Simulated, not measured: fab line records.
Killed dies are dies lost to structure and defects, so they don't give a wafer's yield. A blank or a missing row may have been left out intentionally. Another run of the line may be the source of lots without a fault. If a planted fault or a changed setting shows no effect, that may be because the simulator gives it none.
Comparing a struck lot with a sound one | flow ritCmos | 15 out of 202 route steps
Sound: wafers L732.1, L732.3, L732.6. The struck wafers were L737.1, L737.3, L737.4. Last of all comes the cause.
Each step with rows lists, per side, the tool, then ch with its chambers, then its first start. Under that, the readings that differ: sound wafers | struck wafers | difference of the means | sigmas: that difference in standard deviations of wafers without a fault.
alike: a reading whose means differ by less than 2 such deviations, as well as words and numbers matching on both sides. not compared: withheld readings; readings where some wafer has no value; bounds like >300 that might hide an equal value; numbers whose values overlap and for which the record gives no deviation.
Wherever a step has rows on one side only, a row that says differs or no value, or a row with sigmas, the two part there. Numbers that don't overlap but have no deviation are shown without sigmas and don't part them. A reading that every wafer of one side lacks parts them only if that side has two wafers or more.

RIT_ACTIVE_BOW_MEAS_00:
  sound on filmMetro-04 at day 2 16:00; struck on filmMetro-04 at day 3 17:00
  alike: INCOMING_BOW
then, 1 step without rows for these wafers: RIT_ACTIVE_OXIDATION_01 (target thk 46.8 nm, ox time 3360 s).
RIT_ACTIVE_THK_MEAS_02:
  sound on filmMetro-03 at day 2 18:03; struck on filmMetro-03 at day 3 19:05
  alike: ACTIVE_OXIDE_THK
then, 1 step without rows for these wafers: RIT_ACTIVE_CVD_03 (deposits Si3N4 from SiH2Cl2/NH3, target thk 150 nm, time 1500 s).
RIT_ACTIVE_THK_MEAS_04:
  sound on filmMetro-03 at day 2 19:32; struck on filmMetro-04 at day 3 20:33
  alike: ACTIVE_NITRIDE_THK
then, 3 steps without rows for these wafers: RIT_ACTIVE_HMDS_05 (prime time 60 s); RIT_ACTIVE_COAT_06 (resist thk 1000 nm); RIT_ACTIVE_SOFTBAKE_07 (time 60 s).
RIT_ACTIVE_EXPOSE_08: exposes mask M1, target cd 1400 nm.
  sound on ilineStepper-02 ch 0, day 2 20:10; struck on ilineStepper-02 ch 0, day 3 21:11
reading           | sound                | struck               | difference | sigmas
exposureDoseMJCm2 | 224.81 225.12 225.03 | 193.20 193.30 193.21 | -31.75     | -99 or more
  alike: mask, reticleTempC
then, 2 steps without rows for these wafers: RIT_ACTIVE_PEB_09; RIT_ACTIVE_DEVELOP_10 (develop time 50 s).
RIT_ACTIVE_CD_MEAS_11: the cd target is 1400 nm.
  sound on cdSem-02 at day 2 20:34; struck on cdSem-01 at day 3 21:53
reading   | sound                | struck               | difference | sigmas
cdNm (nm) | 1398.3 1398.5 1398.7 | 1443.9 1446.3 1441.7 | +45.5      | +24
  not compared: hold
RIT_ACTIVE_ETCH_13: etches Si3N4 in SF6, stops on SiO2, time 210 s, target depth 210 nm.
  sound on rieDiel-01 ch 0,1,3, day 2 20:50; struck on rieDiel-04 ch 1,2,3, day 4 02:02
reading                | sound          | struck         | difference | sigmas
model.ACTIVE.cdNm (nm) | 1398 1398 1398 | 1444 1446 1442 | +46        | 
  alike: drypumpMotorCurrentA, oesProductAu, throttleValvePct
  not compared: rfHoursCounterH
RIT_ACTIVE_STRIP_14: strips in O2, time 180 s.
  sound on plasmaAsher-03 ch 0, day 2 20:58; struck on plasmaAsher-02 ch 0,1, day 4 02:11
  alike: drypumpMotorCurrentA
  not compared: rfHoursCounterH
-- the record jumps here: 2 days lie between the struck wafers' starts before and after (it left off in module ACTIVE and takes up again in module M1, whose first step shown is number 202 of the route) --
RIT_M1_PROBE_99:
  only the struck wafers here have rows in the record (prober-01, day 6 02:35); the sound ones have none

== WHERE THEY PART ==
Last at RIT_M1_PROBE_99 as far as this record goes, first at RIT_ACTIVE_EXPOSE_08.

WHY: what the simulator had put in
Drift in process parameters on ilineStepper-02 at RIT_ACTIVE_EXPOSE_08, starting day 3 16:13. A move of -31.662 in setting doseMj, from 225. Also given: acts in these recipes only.
